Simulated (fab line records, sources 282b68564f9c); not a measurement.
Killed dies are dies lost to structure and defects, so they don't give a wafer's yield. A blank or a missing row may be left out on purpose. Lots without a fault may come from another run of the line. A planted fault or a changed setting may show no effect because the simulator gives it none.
fab line records | flow rit_cmos
record lots=5 wafers=15 last_day=7
route steps=202 shown NSD@138 PSD@142 SDANNEAL@153 M1@202
lots that met no fault: from a run of the same line without faults
start_h: hours from the record's first day to the start of the lot's first wafer shown | wait_h: hours since the lot's step before | " the same as in the row above | L1.1+2: a row that stands for several wafers | - no value, or no start given | * or withheld: withheld | < > ~ a bound
route shown NAME@n: a module of which the file shows steps, and the number in the route of the first | usual: mean/standard deviation of fault-free wafers | same: alike in all rows | chamber/n: place in a boat | sites: the reading at each site | _std_site: their standard deviation | _edge_site: outer sites' mean less inner sites' | radius_mm: how far each site lies from the wafer's centre | mask NAME#n: copy n | behind: the tool/chamber that last shaped the wafer | hold: why the lot was held/for how many hours/how that ended | device: the transistor (n, p or np) that didn't switch | end of line: the same wafers' tests at the end of the route | a step without rows: its recipe alone | killed: dies lost to structure and defects at the first sort, not the wafer's yield | map: a wafer's dies, x killed, . not, _ none there
set.NAME: the setting as run; set.NAME@STEP: as run at that earlier step | model.NAME: the simulator's own value behind a step, which no gauge read
lots at some steps of the route; a table a step, a row a wafer
services: from which hour (start_h, from the record's first day; less than 0 if before it) a tool's chamber was out of use, for how many hours, and why
## steps
# step RIT_NSD_HARDBAKE_07
# recipe resist=NOVOLAK temp_c=140 time_s=60
# step RIT_NSD_IMPLANT_08
# recipe species=P energy_kev=25 dose_cm2=9.903e+14 tilt_deg=7
# step RIT_NSD_STRIP_09
# recipe chemistry=O2 time_s=180 resist=NOVOLAK platen_temp_c=withheld power_w=500 pressure_mtorr=4000 o2_flow_sccm=4000
# usual chamber_pressure_mTorr=4000/4.4 drypump_motor_current_A=5.32/0.25
# columns lot.wafer tool chamber start_h wait_h chamber_pressure_mTorr drypump_motor_current_A rf_hours_counter_h
L490.1 plasma_asher-04 1 68.76 0.1 3994 5.29 28
L490.3 " 0 " " 4001 5.43 -
L490.4 " 1 " " 3993 5.25 -
L494.1 plasma_asher-02 0 88.12 0.1 3996 4.98 47
L494.5 " 0 " " 4004 4.99 -
L494.6 " 1 " " 3997 5.67 -
L499.1 plasma_asher-02 0 113.39 0.1 4007 5.00 50
L499.3 " 0 " " 4004 4.99 -
L499.5 " 1 " " 4004 5.66 -
L505.3 plasma_asher-02 0 148.15 0.1 4000 4.99 -
L505.4 " 1 " " 3999 5.65 -
L505.5 " 1 " " 4001 5.61 -
L506.1 plasma_asher-02 1 153.32 0.1 3989 5.73 53
L506.2 " 0 " " 4000 5.01 53
L506.5 " 0 " " 4001 4.98 -
# step RIT_NSD_TW_MEAS_10
# usual NSD_TW=3084/21
# columns lot.wafer tool chamber start_h wait_h NSD_TW
L490.1 film_metro-03 - 68.94 0.1 3087
L490.3 " - " " 3091
L490.4 " - " " 3090
L494.1 film_metro-02 - 88.29 0.1 3064
L494.5 " - " " 3067
L494.6 " - " " 3058
L499.1 film_metro-03 - 113.56 0.1 3085
L499.3 " - " " 3084
L499.5 " - " " 3109
L505.3 film_metro-01 - 148.29 0.1 3070
L505.4 " - " " 3062
L505.5 " - " " 3076
L506.1 film_metro-03 - 153.50 0.1 3107
L506.2 " - " " 3119
L506.5 " - " " 3127
# step RIT_PSD_HMDS_00
# recipe prime_time_s=60 prime_temp_c=140
# step RIT_PSD_COAT_01
# recipe resist=NOVOLAK spin_rpm=3250 resist_thk_nm=1000
# step RIT_PSD_SOFTBAKE_02
# recipe resist=NOVOLAK temp_c=90 time_s=60
# step RIT_PSD_EXPOSE_03
# recipe mask_id=M10 na=0.57 target_cd_nm=40900 dose_mj=250
# step RIT_PSD_PEB_04
# recipe resist=NOVOLAK temp_c=withheld time_s=withheld
# step RIT_PSD_DEVELOP_05
# recipe resist=NOVOLAK develop_time_s=50 dev_temp_c=23
# step RIT_PSD_OVL_MEAS_06
# usual PSD_OVL=-0.5/1.3
# columns lot.wafer tool chamber start_h wait_h PSD_OVL[nm]
L490.1 overlay-02 - 69.97 - -1.0
L490.3 " - " " -0.1
L490.4 " - " " 0.1
L494.1 overlay-01 - 89.33 - 1.4
L494.5 " - " " 0.9
L494.6 " - " " -0.1
L499.1 overlay-02 - 114.47 - 1.3
L499.3 " - " " 0.4
L499.5 " - " " 0.7
L505.3 overlay-02 - 149.32 - -1.0
L505.4 " - " " -3.8
L505.5 " - " " -2.7
L506.1 overlay-01 - 154.59 - -1.9
L506.2 " - " " -0.6
L506.5 " - " " -1.1
# step RIT_PSD_HARDBAKE_07
# recipe resist=NOVOLAK temp_c=140 time_s=60
# step RIT_PSD_IMPLANT_08
# recipe species=BF2 energy_kev=27 dose_cm2=5e+15 tilt_deg=7
# columns lot.wafer tool chamber start_h wait_h
L490.1+3+4 implanter-01 0 70.16 0.1
L494.1+5+6 implanter-03 0 89.51 0.1
L499.1+3+5 implanter-03 0 114.66 0.1
L505.3+4+5 implanter-01 0 149.55 0.1
L506.1+2+5 implanter-01 0 154.78 0.1
# step RIT_PSD_STRIP_09
# recipe chemistry=O2 time_s=180 resist=NOVOLAK platen_temp_c=withheld power_w=500 pressure_mtorr=4000 o2_flow_sccm=4000
# usual chamber_pressure_mTorr=4000/3.9 drypump_motor_current_A=5.39/0.26
# columns lot.wafer tool chamber start_h wait_h chamber_pressure_mTorr drypump_motor_current_A rf_hours_counter_h
L490.1 plasma_asher-01 1 70.31 0.1 3998 5.26 44
L490.3 " 0 " " 4005 5.36 -
L490.4 " 1 " " 3999 5.25 -
L494.1 plasma_asher-03 0 89.66 0.1 3999 5.99 44
L494.5 " 1 " " 3999 5.38 -
L494.6 " 0 " " 3999 5.99 -
L499.1 plasma_asher-02 1 114.81 0.1 4002 5.62 50
L499.3 " 0 " " 4001 4.98 -
L499.5 " 0 " " 4002 5.00 -
L505.3 plasma_asher-03 0 149.71 0.1 3998 6.00 -
L505.4 " 1 " " 4000 5.40 -
L505.5 " 0 " " 3996 5.97 -
L506.1 plasma_asher-01 0 154.93 0.1 4001 5.36 4
L506.2 " 1 " " 3997 5.25 4
L506.5 " 0 " " 4005 5.38 -
# step RIT_PSD_TW_MEAS_10
# usual PSD_TW=3386/23
# columns lot.wafer tool chamber start_h wait_h PSD_TW
L490.1 film_metro-02 - 70.48 0.1 3378
L490.3 " - " " 3379
L490.4 " - " " 3379
L494.1 film_metro-01 - 89.84 0.1 3384
L494.5 " - " " 3372
L494.6 " - " " 3369
L499.1 film_metro-03 - 114.98 0.1 3343
L499.3 " - " " 3324
L499.5 " - " " 3340
L505.3 film_metro-01 - 149.84 0.1 3388
L505.4 " - " " 3394
L505.5 " - " " 3382
L506.1 film_metro-01 - 155.10 0.1 3354
L506.2 " - " " 3370
L506.5 " - " " 3385
# step RIT_SDANNEAL_CLEAN_00
# recipe chemistry=SC1 mix=3:3:50 time_s=600 temp_c=75
# step RIT_SDANNEAL_CLEAN_01
# recipe chemistry=dHF dilution=50:1 time_s=30
# step RIT_SDANNEAL_CLEAN_02
# recipe chemistry=SC2 mix=3:3:50 time_s=600 temp_c=75 dry=n2_spin
# step RIT_SDANNEAL_RTA_03
# recipe temp_c=1050 time_s=5 idle_temp_c=600 ramp_up_c_per_s=342 ramp_down_c_per_s=171 cool_to_c=600 ambient=N2
# usual wafer_temp_C_max=1053.7/1.2
# columns lot.wafer tool chamber start_h wait_h wafer_temp_C_max
L490.1 rtp_anneal-01 0 70.91 0.0 1053.3
L490.3 " 0 " " 1054.0
L490.4 " 0 " " 1053.2
L494.1 rtp_anneal-01 0 90.27 0.0 1052.2
L494.5 " 0 " " 1053.4
L494.6 " 0 " " 1054.5
L499.1 rtp_anneal-02 0 115.59 0.0 1053.7
L499.3 " 0 " " 1052.4
L499.5 " 0 " " 1052.7
L505.3 rtp_anneal-02 0 150.29 0.0 1055.1
L505.4 " 0 " " 1053.7
L505.5 " 0 " " 1055.4
L506.1 rtp_anneal-01 0 155.56 0.0 1051.9
L506.2 " 0 " " 1052.8
L506.5 " 0 " " 1055.6
# step RIT_SDANNEAL_RS_MEAS_04
# recipe thk_meas_gauge=four-point-probe
# usual PSD_RS=115.9/0.3
# columns lot.wafer tool chamber start_h wait_h hold PSD_RS[ohm/sq]
L490.1 film_metro-01 - 70.97 0.0 - 115.9
L490.3 " - " " - 116.3
L490.4 " - " " - 116.4
L494.1 film_metro-01 - 90.32 0.0 - 116.2
L494.5 " - " " - 116.2
L494.6 " - " " - 116.4
L499.1 film_metro-03 - 115.64 0.0 await_dispo/0.2h/release 118.0
L499.3 " - " " await_dispo/0.2h/release 118.1
L499.5 " - " " await_dispo/0.2h/release 117.8
L499.1 film_metro-03 - 116.00 0.3 - 118.1
L499.3 " - " " - 118.2
L499.5 " - " " - 117.9
L505.3 film_metro-03 - 150.36 0.1 - 115.5
L505.4 " - " " - 115.4
L505.5 " - " " - 115.5
L506.1 film_metro-02 - 155.62 0.0 - 116.1
L506.2 " - " " - 116.1
L506.5 " - " " - 115.9
# step RIT_SDANNEAL_RS_MEAS_05
# recipe thk_meas_gauge=four-point-probe
# usual NSD_RS=85.23/0.26
# columns lot.wafer tool chamber start_h wait_h hold NSD_RS[ohm/sq]
L490.1 film_metro-01 - 71.09 0.1 - 85.50
L490.3 " - " " - 85.17
L490.4 " - " " - 85.64
L494.1 film_metro-01 - 90.44 0.1 - 85.19
L494.5 " - " " - 85.06
L494.6 " - " " - 85.28
L499.1 film_metro-03 - 117.48 1.5 await_dispo/1.4h/release 85.08
L499.3 " - " " await_dispo/1.4h/release 85.23
L499.5 " - " " await_dispo/1.4h/release 85.09
L505.3 film_metro-03 - 150.48 0.1 - 84.92
L505.4 " - " " - 85.23
L505.5 " - " " - 85.24
L506.1 film_metro-02 - 155.74 0.1 - 85.33
L506.2 " - " " - 85.70
L506.5 " - " " - 85.49
# step RIT_M1_PROBE_99
# usual killed_at_front_end=7/3.1 killed_dies=7/3.1 killed_open=3.6/2 killed_short=3.5/2
# same gross_dies=264 killed_at_M0_to_M3=0 killed_at_M4_up=0 killed_at_back_side=0 killed_at_contacts=0 killed_at_other=0
# columns lot.wafer tool chamber start_h wait_h killed_at_front_end killed_dies killed_open killed_short
L490.1 prober-02 - 78.30 0.1 8 8 5 3
L490.3 prober-02 - 78.40 0.2 12 12 4 8
L490.4 prober-02 - 78.45 0.2 14 14 7 7
L494.1 prober-02 - 97.77 0.1 8 8 3 5
L494.5 prober-02 - 97.97 0.2 6 6 4 2
L494.6 prober-02 - 98.02 0.2 9 9 6 3
L499.1 prober-01 - 125.70 0.1 12 12 6 6
L499.3 prober-01 - 125.80 0.2 8 8 3 5
L499.5 prober-01 - 125.90 0.2 8 8 4 4
L505.3 prober-01 - 157.71 0.2 9 9 6 3
L505.4 prober-01 - 157.76 0.2 5 5 2 3
L505.5 prober-01 - 157.81 0.2 7 7 2 5
L506.1 prober-02 - 163.56 0.1 3 3 1 2
L506.2 prober-02 - 163.61 0.1 8 8 5 3
L506.5 prober-02 - 163.76 0.2 4 4 1 3
# killed by level:class
L490.1 SILICIDE:geometric_particle:open=3 GATE:geometric_particle:short=2 SPACER:geometric_particle:open=2 SPACER:geometric_particle:short=1
L490.3 SILICIDE:geometric_particle:short=4 SILICIDE:geometric_particle:open=3 SPACER:geometric_particle:short=2 GATE:geometric_particle:open=1 GATE:geometric_particle:short=1 REOX:geometric_particle:short=1
L490.4 GATE:geometric_particle:open=4 SILICIDE:geometric_particle:short=4 GATE:geometric_particle:short=3 FOX1:geometric_particle:open=1 REOX:geometric_particle:open=1 SILICIDE:geometric_particle:open=1
L494.1 GATE:geometric_particle:short=2 GATE:geometric_particle:open=2 FOX1:geometric_particle:open=1 FOX1:geometric_particle:short=1 FOX2:geometric_particle:short=1 SPACER:geometric_particle:short=1
L494.5 GATE:geometric_particle:open=4 GATE:geometric_particle:short=2
L494.6 GATE:geometric_particle:open=4 GATE:geometric_particle:short=2 FOX1:geometric_particle:short=1 FOX1:geometric_particle:open=1 FOX2:geometric_particle:open=1
L499.1 FOX2:geometric_particle:short=3 GATE:geometric_particle:open=3 GATE:geometric_particle:short=2 FOX1:geometric_particle:short=1 FOX2:geometric_particle:open=1 SPACER:geometric_particle:open=1 SILICIDE:geometric_particle:open=1
L499.3 ACTIVE:geometric_particle:short=1 FOX1:geometric_particle:short=1 GATE:geometric_particle:open=1 GATE:geometric_particle:short=1 REOX:geometric_particle:short=1 SPACER:geometric_particle:open=1 SILICIDE:geometric_particle:open=1 SILICIDE:geometric_particle:short=1
L499.5 GATE:geometric_particle:open=2 FOX1:geometric_particle:short=1 FOX2:geometric_particle:short=1 FOX2:geometric_particle:open=1 REOX:geometric_particle:short=1 SPACER:geometric_particle:open=1 SILICIDE:geometric_particle:short=1
L505.3 GATE:geometric_particle:open=4 FOX1:geometric_particle:open=1 FOX2:geometric_particle:short=1 GATE:geometric_particle:short=1 SPACER:geometric_particle:short=1 SPACER:geometric_particle:open=1
L505.4 SPACER:geometric_particle:open=2 FOX1:geometric_particle:short=1 GATE:geometric_particle:short=1 SPACER:geometric_particle:short=1
L505.5 SPACER:geometric_particle:short=2 GATE:geometric_particle:short=2 REOX:geometric_particle:short=1 REOX:geometric_particle:open=1 SPACER:geometric_particle:open=1
L506.1 GATE:geometric_particle:short=1 SPACER:geometric_particle:short=1 SPACER:geometric_particle:open=1
L506.2 FOX1:geometric_particle:open=3 FOX1:geometric_particle:short=2 GATE:geometric_particle:short=1 GATE:geometric_particle:open=1 REOX:geometric_particle:open=1
L506.5 SPACER:geometric_particle:short=2 FOX1:geometric_particle:short=1 SPACER:geometric_particle:open=1
## services
# columns tool chamber start_h hours kind
implanter-01 - 51.37 0.6 repair
plasma_asher-04 - 59.66 0.8 repair
implanter-03 - 72.95 3.6 repair
plasma_asher-01 - 77.77 2.8 pm
plasma_asher-02 - 105.46 2.7 repair
plasma_asher-01 - 108.75 9.0 pm
plasma_asher-01 0 108.75 9.0 vent_cycle
plasma_asher-01 1 108.75 9.0 vent_cycle
plasma_asher-01 0 117.75 - clean
plasma_asher-01 1 117.75 - clean
implanter-03 - 135.18 6.8 repair
plasma_asher-03 - 142.47 3.9 repair
plasma_asher-02 - 143.78 2.8 repair
## key
first_sign step=RIT_PSD_TW_MEAS_10 reading=PSD_TW direction=down sigmas=2.2 usual=3386 struck=3336
effect step=RIT_SDANNEAL_RS_MEAS_04 reading=visit direction=added
effect step=RIT_SDANNEAL_RS_MEAS_04 reading=PSD_RS direction=up sigmas=6.7 usual=115.9 struck=118.0
met_at RIT_PSD_IMPLANT_08
struck_wafers L499.1,L499.3,L499.5
tester_left_out L499
onset_between 89.51 114.66
also_fits RIT_PSD_STRIP_09:plasma_asher-02
fault kind=process_parameter_drift tool=implanter-03 chamber=- onset_h=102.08 steps=RIT_PSD_IMPLANT_08 channel=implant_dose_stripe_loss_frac offset=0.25 shape=step end_h=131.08
# tester_left_out: of these lots the tester's yield and bins aren't shown, on N5 and GAA mostly nor the transistor test; their killed dies are dies lost to structure and defects alone, not to doping, threshold or leakage, so they don't give the yield
